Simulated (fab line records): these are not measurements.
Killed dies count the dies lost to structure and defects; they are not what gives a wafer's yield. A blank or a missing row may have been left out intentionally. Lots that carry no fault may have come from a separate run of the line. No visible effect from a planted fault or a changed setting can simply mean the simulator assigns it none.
8D (eight disciplines) problem report, filled in by code || flow rit cmos || the parts of the form that need people (team, actions taken, sign-off) are left out

== 1. WHAT IS WRONG ==
Wafers free of any fault read 475 (standard deviation 4.9) for PRETRO_TW at RIT_PRETRO_TW_MEAS_10, against a mean of 515 on 6 wafers of 2 lots. Relative to the usual mean, that is a shift of +8.2 standard deviations.
Seen first at day 5 00:39 on film metro-03, wafer L921.4. Wafers with a number at this step in the record: 42, from 14 lots. Rule for "out" (also "out of limits"): further than 4 standard deviations from the usual mean. The other wafers with a number count as sound.

== 2. WHAT IT IS, AND WHAT IT ISN'T ==
{"question": "which readings at this step", "is": "PRETRO_TW", "is not": "-"}
{"question": "which lots", "is": "L921, L922", "is not": "L908, L909, L910, L911, L912, L913, L914, L916, L926, L927, L928, L930"}
{"question": "which wafers of those lots", "is": "all that have a number", "is not": "-"}
{"question": "read on which gauges", "is": "film metro-02, film metro-03", "is not": "film metro-04"}
{"question": "when", "is": "from day 5 00:39", "is not": "up to then (24 sound wafers); but 12 sound wafers of L926, L927, L928, L930 came after"}

== 3. SUSPECTS, AND WHAT RULES EACH OUT ==
Counting: a tool stays on the suspect list if, at a process step up to the reading, it processed all lots that are out and no sound lot following the first of them.
- ruled out: the gauge at RIT_PRETRO_TW_MEAS_10. 2 gauges (film metro-02, film metro-03) read the wafers that are out.
- plasma asher-02 at RIT_NRETRO_STRIP_09 (strips in O2, time 180 s): kept. It ran every lot that is out, first L921 (day 4 22:50), and no sound lot after that; its last sound lot up to then is L916 (day 3 22:46).
- implanter-03 at RIT_PRETRO_IMPLANT_08: kept. It ran every lot that is out, first L921 (day 5 00:22), and no sound lot after that; its last sound lot up to then is L911 (day 3 05:08). Its own readings are out on those wafers: dose ions cm2, faraday current uA.
After counting, plasma asher-02 at RIT_NRETRO_STRIP_09 and implanter-03 at RIT_PRETRO_IMPLANT_08 remain.

== 4. THE CAUSE (what the simulator had put in) ==
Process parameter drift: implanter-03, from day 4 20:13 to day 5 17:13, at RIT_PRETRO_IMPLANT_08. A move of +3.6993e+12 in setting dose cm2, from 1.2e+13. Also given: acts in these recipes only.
Counting leaves 2 suspects; this tool is one of them.

== 5. THE CHAIN OF EFFECTS, in route order ==
Each row: a reading where the mean over the struck wafers with a number is more than 3 standard deviations away from the usual. Readings are gone through only where the record gives a usual standard deviation; hours: the median, over the lots, of the time from a lot's start at the first step in this table giving one to that lot's start at this step; sigmas: the change measured in usual standard deviations.
{"hours": 0, "step": "RIT_PRETRO_IMPLANT_08", "reading": "dose ions cm2", "usual": 1.2002e+13, "on struck wafers": 1.5696e+13, "change": "+3.6938e+12", "sigmas": "+99 or more"}
{"hours": 0, "step": "RIT_PRETRO_IMPLANT_08", "reading": "faraday current uA", "usual": 38.1, "on struck wafers": 49.4, "change": "+11.2", "sigmas": "+14"}
{"hours": 0, "step": "RIT_PRETRO_TW_MEAS_10", "reading": "PRETRO_TW", "usual": 475, "on struck wafers": 515, "change": "+40", "sigmas": "+8.2"}
Its process steps:
- RIT_PRETRO_IMPLANT_08

== 6. HOW IT WOULD HAVE BEEN CAUGHT EARLIER ==
The first out-of-limits reading at a measuring or inspecting step in this record came at day 5 00:39, 4 hours after the fault's start at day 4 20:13.
Tool's own readings at RIT_PRETRO_IMPLANT_08, dose ions cm2, faraday current uA: out on all struck wafers the step has rows for; an alarm limit on them would have tripped on the first.
Lots out: 2; of these, L922 started RIT_PRETRO_IMPLANT_08 on implanter-03 after day 5 00:39. Putting the tool on hold at that point would have spared it.
